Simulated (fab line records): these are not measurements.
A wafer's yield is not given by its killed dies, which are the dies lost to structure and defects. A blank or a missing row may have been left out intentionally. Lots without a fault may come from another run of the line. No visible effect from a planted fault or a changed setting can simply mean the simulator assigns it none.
Commonality check across tools || flow berkeley-cmos170 || 12 lots, 36 wafers sampled

## REASON IT WAS OPENED
UCB170_PFIELD_OVL_MEAS_06, reading PFIELD_OVL: flagged on 2 of 12 lots. No-fault wafers: -4 nm, standard deviation 5.4.
Rule: flag the lot when none of its wafers has a number, or when each of its wafers that has one lies beyond 4 standard deviations from that mean. All remaining lots are regarded as sound.

{"lot": "L750", "measured": "day 4 02:31", "on": "overlay-01", "PFIELD_OVL (nm), wafer by wafer": "5 -3 11", "flag": ""}
{"lot": "L751", "measured": "day 4 03:24", "on": "overlay-01", "PFIELD_OVL (nm), wafer by wafer": "-3 -12 -6", "flag": ""}
{"lot": "L752", "measured": "day 4 08:19", "on": "overlay-02", "PFIELD_OVL (nm), wafer by wafer": "-5 -11 -8", "flag": ""}
{"lot": "L753", "measured": "day 4 14:53", "on": "overlay-01", "PFIELD_OVL (nm), wafer by wafer": "-1 -6 -8", "flag": ""}
{"lot": "L756", "measured": "day 5 08:58", "on": "overlay-01", "PFIELD_OVL (nm), wafer by wafer": "-15 -9 -6", "flag": ""}
{"lot": "L759", "measured": "day 5 14:40", "on": "overlay-01", "PFIELD_OVL (nm), wafer by wafer": "-4 -11 -3", "flag": ""}
{"lot": "L761", "measured": "day 6 08:59", "on": "overlay-01", "PFIELD_OVL (nm), wafer by wafer": "255 256 256", "flag": "FLAGGED"}
{"lot": "L763", "measured": "day 6 21:59", "on": "overlay-02", "PFIELD_OVL (nm), wafer by wafer": "261 261 262", "flag": "FLAGGED"}
{"lot": "L767", "measured": "day 7 11:59", "on": "overlay-02", "PFIELD_OVL (nm), wafer by wafer": "-15 -6 -9", "flag": ""}
{"lot": "L766", "measured": "day 7 12:23", "on": "overlay-01", "PFIELD_OVL (nm), wafer by wafer": "-12 -5 -7", "flag": ""}
{"lot": "L770", "measured": "day 8 04:58", "on": "overlay-01", "PFIELD_OVL (nm), wafer by wafer": "-5 0 -1", "flag": ""}
{"lot": "L773", "measured": "day 8 15:26", "on": "overlay-02", "PFIELD_OVL (nm), wafer by wafer": "-15 -4 -8", "flag": ""}
The numbers of the flagged lots are 258 nm on average: +262 nm against the usual, or +49 standard deviations.

## WHICH TOOL RAN EACH LOT
The record holds 1 process step before the reading, out of a route of 331 steps. Every cell lists first the tool, next ch and the chambers used by the sampled wafers, and last the start.
{"lot": "L750", "flag": "", "UCB170_PFIELD_EXPOSE_03": "krf-scanner-01 ch 0, day 4 01:55"}
{"lot": "L751", "flag": "", "UCB170_PFIELD_EXPOSE_03": "krf-scanner-02 ch 0, day 4 02:40"}
{"lot": "L752", "flag": "", "UCB170_PFIELD_EXPOSE_03": "krf-scanner-01 ch 0, day 4 07:55"}
{"lot": "L753", "flag": "", "UCB170_PFIELD_EXPOSE_03": "krf-scanner-01 ch 0, day 4 14:32"}
{"lot": "L756", "flag": "", "UCB170_PFIELD_EXPOSE_03": "krf-scanner-02 ch 0, day 5 07:58"}
{"lot": "L759", "flag": "", "UCB170_PFIELD_EXPOSE_03": "krf-scanner-02 ch 0, day 5 13:40"}
{"lot": "L761", "flag": "FLAGGED", "UCB170_PFIELD_EXPOSE_03": "krf-scanner-01 ch 0, day 6 07:38"}
{"lot": "L763", "flag": "FLAGGED", "UCB170_PFIELD_EXPOSE_03": "krf-scanner-01 ch 0, day 6 21:25"}
{"lot": "L767", "flag": "", "UCB170_PFIELD_EXPOSE_03": "krf-scanner-02 ch 0, day 7 11:28"}
{"lot": "L766", "flag": "", "UCB170_PFIELD_EXPOSE_03": "krf-scanner-02 ch 0, day 7 11:59"}
{"lot": "L770", "flag": "", "UCB170_PFIELD_EXPOSE_03": "krf-scanner-02 ch 0, day 8 04:34"}
{"lot": "L773", "flag": "", "UCB170_PFIELD_EXPOSE_03": "krf-scanner-02 ch 0, day 8 14:47"}
What the steps here do:
- UCB170_PFIELD_EXPOSE_03: exposes mask PFIELD, target cd 1500 nm.
- UCB170_PFIELD_OVL_MEAS_06

## FLAGGED AGAINST TOTAL, ONE TOOL AT A TIME (gauges that did the reading follow at the end)
{"step": "UCB170_PFIELD_EXPOSE_03", "tool": "krf-scanner-01", "lots run": 5, "flagged": 2, "share of the flagged lots": "all", "sound lots run after its first flagged lot": 0}
{"step": "UCB170_PFIELD_EXPOSE_03", "tool": "krf-scanner-02", "lots run": 7, "flagged": 0, "share of the flagged lots": "none", "sound lots run after its first flagged lot": "-"}
{"step": "UCB170_PFIELD_OVL_MEAS_06", "tool": "overlay-01", "lots run": 8, "flagged": 1, "share of the flagged lots": "some", "sound lots run after its first flagged lot": "2 (L766,L770)"}
{"step": "UCB170_PFIELD_OVL_MEAS_06", "tool": "overlay-02", "lots run": 4, "flagged": 1, "share of the flagged lots": "some", "sound lots run after its first flagged lot": "2 (L767,L773)"}

## WHAT THE TABLE ALLOWS
Rows of the table that ran each flagged lot: 1, that is krf-scanner-01 at UCB170_PFIELD_EXPOSE_03.
- krf-scanner-01 at UCB170_PFIELD_EXPOSE_03: 2 of its 5 lots flagged. A fault beginning between L753 (day 4 14:32), its last sound lot, and L761 (day 6 07:38), its first flagged one, fits the data.
Just one tool remains: krf-scanner-01 at UCB170_PFIELD_EXPOSE_03.

## WHAT HAD BEEN PUT IN BY THE SIMULATOR
Scanner matching overlay: krf-scanner-01, from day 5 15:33 on, at UCB170_PFIELD_EXPOSE_03. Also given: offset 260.
Shown lots that were struck: L761, L763. The same result came from the rule above.
